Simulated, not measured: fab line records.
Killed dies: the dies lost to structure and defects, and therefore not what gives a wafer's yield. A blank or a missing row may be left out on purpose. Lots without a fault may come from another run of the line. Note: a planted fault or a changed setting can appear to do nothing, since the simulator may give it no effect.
Code-filled problem report in 8D (eight disciplines) form | flow rit_cmos | the parts of the form that need people (team, actions taken, sign-off) are left out

== 1. WHAT IS WRONG ==
wafer_temp_C_max at RIT_SILICIDE_RTA_06 reads a mean of 692.7 on 6 wafers of 2 lots; wafers without a fault read 753.4 with a standard deviation of 1.1. Measured from the usual mean, that is -55 standard deviations.
The step: time 10 s, ramp up 5 s, ramp down 10 s.
Seen first at day 7 09:31 on rtp_anneal-02, wafer L624.1. The record has a number at this step for 18 wafers belonging to 6 lots. By rule, "out" or "out of limits" means more than 4 standard deviations away from the usual mean. All remaining wafers that have a number are taken as sound.

== 2. WHAT THIS IS AND IS NOT ==
question                    | is                     | is not
which readings at this step | wafer_temp_C_max       | -
which lots                  | L624, L626             | L613, L614, L616, L621
which wafers of those lots  | all that have a number | -
read on which tools         | rtp_anneal-02          | rtp_anneal-01
when                        | from day 7 09:31       | up to then (12 sound wafers)

== 3. WHAT RULES OUT EACH SUSPECT ==
Counting: a tool stays on the suspect list if, at a process step up to the reading, it processed all lots that are out and no sound lot following the first of them.
- rtp_anneal-02 at RIT_SDANNEAL_RTA_03 (time 5 s): kept. All lots that are out passed through it, beginning with L624 at day 7 08:31, and no sound lot followed; its final sound lot before that point was L616 at day 5 13:07.
- pvd_sputter-04 at RIT_SILICIDE_SPUTTER_01 (material Ti, target thk 30 nm, time 240 s): kept. All lots that are out passed through it, beginning with L624 at day 7 09:04, and no sound lot followed; its final sound lot before that point was L616 at day 5 13:40.
- rtp_anneal-01 at RIT_SILICIDE_RTA_04 (time 10 s, ramp up 5 s, ramp down 5 s): kept. All lots that are out passed through it, beginning with L624 at day 7 09:24, and no sound lot followed; its final sound lot before that point was L616 at day 5 14:01.
- rtp_anneal-02 at RIT_SILICIDE_RTA_06 (time 10 s, ramp up 5 s, ramp down 10 s): kept. All lots that are out passed through it, beginning with L624 at day 7 09:31, and no sound lot followed; its final sound lot before that point was L616 at day 5 14:07. Its own readings are out on those wafers: wafer_temp_C_max.
Left after counting: rtp_anneal-02 at RIT_SDANNEAL_RTA_03, pvd_sputter-04 at RIT_SILICIDE_SPUTTER_01, rtp_anneal-01 at RIT_SILICIDE_RTA_04, rtp_anneal-02 at RIT_SILICIDE_RTA_06.

== 4. THE CAUSE (what the simulator had put in) ==
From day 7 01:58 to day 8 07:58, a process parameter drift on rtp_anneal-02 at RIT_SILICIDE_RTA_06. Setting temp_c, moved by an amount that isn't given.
Counting left 4 suspects, and this tool is among them.

== 5. THE CHAIN OF EFFECTS, in route order ==
Each row: a reading where the mean over the struck wafers with a number is more than 3 standard deviations away from the usual. Only readings for which the record gives a usual standard deviation are gone through. hours: the time from each lot's start at the first step in this table that gives one to its start at this step, as a median over the lots. sigmas: the change in usual standard deviations.
hours | step                | reading          | usual | on struck wafers | change | sigmas
0     | RIT_SILICIDE_RTA_06 | wafer_temp_C_max | 753.4 | 692.7            | -60.7  | -55
Here are the process steps it includes:
- RIT_SILICIDE_RTA_06: time 10 s, ramp up 5 s, ramp down 10 s.

== 6. HOW IT WOULD HAVE BEEN CAUGHT EARLIER ==
First out-of-limits reading in this record: day 7 09:31, which is 8 hours after fault onset at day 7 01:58.
